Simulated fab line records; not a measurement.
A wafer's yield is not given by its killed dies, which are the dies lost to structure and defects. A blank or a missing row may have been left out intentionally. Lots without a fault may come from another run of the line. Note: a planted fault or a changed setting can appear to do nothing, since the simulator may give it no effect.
A struck lot beside a sound one | flow berkeley cmos170 | 15 out of 331 route steps
Sound: wafers L114.2, L114.3, L114.6. The struck wafers were L123.3, L123.4, L123.5. Last of all comes the cause.
Per side, at each step with rows, come the tool, then ch with its chambers, and then its first start. Under that, the readings that differ: sound wafers | struck wafers | difference of the means | sigmas: that difference in standard deviations of wafers without a fault.
alike: readings with means less than 2 such deviations apart, plus words and numbers identical on both sides. not compared: withheld readings, readings lacking a value on some wafer, bounds such as >300 that could conceal the same value, and numbers that have no deviation in the record and whose values overlap.
The two part at a step that has a row with sigmas, a row that says differs or no value, or rows on one side only. Non-overlapping numbers with no deviation appear without sigmas and do not part them. Lack of a reading on every wafer of one side parts them only where that side has two or more wafers.

first, 3 steps without rows for these wafers: UCB170_V1_EXPOSE_09 (exposes mask VIA1, target cd 700 nm); UCB170_V1_PEB_10; UCB170_V1_DEVELOP_11 (develop time 45 s).
UCB170_V1_CD_MEAS_12: the cd target is 700 nm.
  sound: cd sem-02 at day 8 20:46; struck: cd sem-02 at day 10 12:56
  alike: cd nm
UCB170_V1_OVL_MEAS_13:
  sound: overlay-01 at day 8 20:53; struck: overlay-01 at day 10 13:02
  alike: V1_OVL
UCB170_V1_ETCH_14: etches SiO2 in CHF3/CF4/Ar, stops on Al, target depth 1250 nm, time 291 s.
  sound on rie diel-03 ch 0,2,3, day 8 20:55; struck on rie diel-04 ch 0,1,3, day 10 13:04
  alike: drypump motor current A, oes product au, throttle valve pct
  not compared: rf hours counter h
UCB170_V1_STRIP_15: strips in O2.
  sound on plasma asher-03 ch 0,1, day 8 21:05; struck on plasma asher-04 ch 0,1, day 10 13:16
  alike: drypump motor current A, oes product au, strip time to endpoint s
  not compared: rf hours counter h
UCB170_V1_CD_MEAS_90: the cd target is 700 nm.
  sound: cd sem-01 at day 8 21:13; struck: cd sem-01 at day 10 13:23
  alike: cd nm
then, 1 step without rows for these wafers: UCB170_M2_PRE_CLEAN_00 (preclean etch time 60 s).
UCB170_M2_SPUTTER_01: material Al, target thk 900 nm, time 120 s.
  sound: pvd sputter-04 at day 8 21:22; struck: pvd sputter-02 at day 10 13:32
  alike: cathode dc power W, throttle valve pct
UCB170_M2_RS_MEAS_02: a four-point-probe measurement.
  sound: film metro-04 at day 8 21:29; struck: film metro-01 at day 10 13:39
  alike: M2_AL_RS
UCB170_M2_THK_MEAS_03: measures by xrf.
  sound: film metro-04 at day 8 21:35; struck: film metro-01 at day 10 13:45
  alike: M2_AL_THK
UCB170_M2_HMDS_04: prime time 60 s.
  sound on litho track-02 ch 0, day 8 22:01; struck on litho track-02 ch 0, day 10 13:50
  reading          | sound             | struck               | difference | sigmas
  prime temp c (C) | 99.89 99.93 99.95 | 100.90 100.86 100.93 | +0.97      | +7
then, 1 step without rows for these wafers: UCB170_M2_COAT_05 (resist thk 900 nm).
UCB170_M3_PROBE_99:
  sound: prober-02 at day 9 07:05; struck: prober-02 at day 10 22:34
  reading                                | sound                | struck               | difference | sigmas
  model.etest.nwell pinched.rs ohm sq    | 1283 1301 1295       | 1387 1372 1382       | +87        |
  model.etest.nwell.width nm (nm)        | 2376 2371 2374       | 2458 2448 2456       | +80        |
  model.etest.nwell.rs ohm sq            | 859.3 862.4 860.5    | 888.4 882.1 891.2    | +26.5      |
  model.etest.field p metal.vt v (V)     | -59.12 -59.4 -60.15  | -62.68 -64.12 -63.94 | -4.02      |
  model.etest.iso pplus pwell.bv v (V)   | 23.61 23.15 22.26    | 26.49 26.41 26.84    | +3.57      |
  model.etest.field p.vt v (V)           | -21.65 -21.67 -21.25 | -23.15 -23.43 -24.08 | -2.03      |
  model.etest.vpnp.gain                  | 11.72 11.69 11.73    | 11.75 11.75 11.82    | +0.06      |
  model.etest.diode pplus nwell.bv v (V) | 10.76 10.78 10.89    | 10.26 10.09 10.32    | -0.59      |

WHERE THEY PART
UCB170_M2_HMDS_04 only, going by this record.

WHY: whatever the simulator had introduced
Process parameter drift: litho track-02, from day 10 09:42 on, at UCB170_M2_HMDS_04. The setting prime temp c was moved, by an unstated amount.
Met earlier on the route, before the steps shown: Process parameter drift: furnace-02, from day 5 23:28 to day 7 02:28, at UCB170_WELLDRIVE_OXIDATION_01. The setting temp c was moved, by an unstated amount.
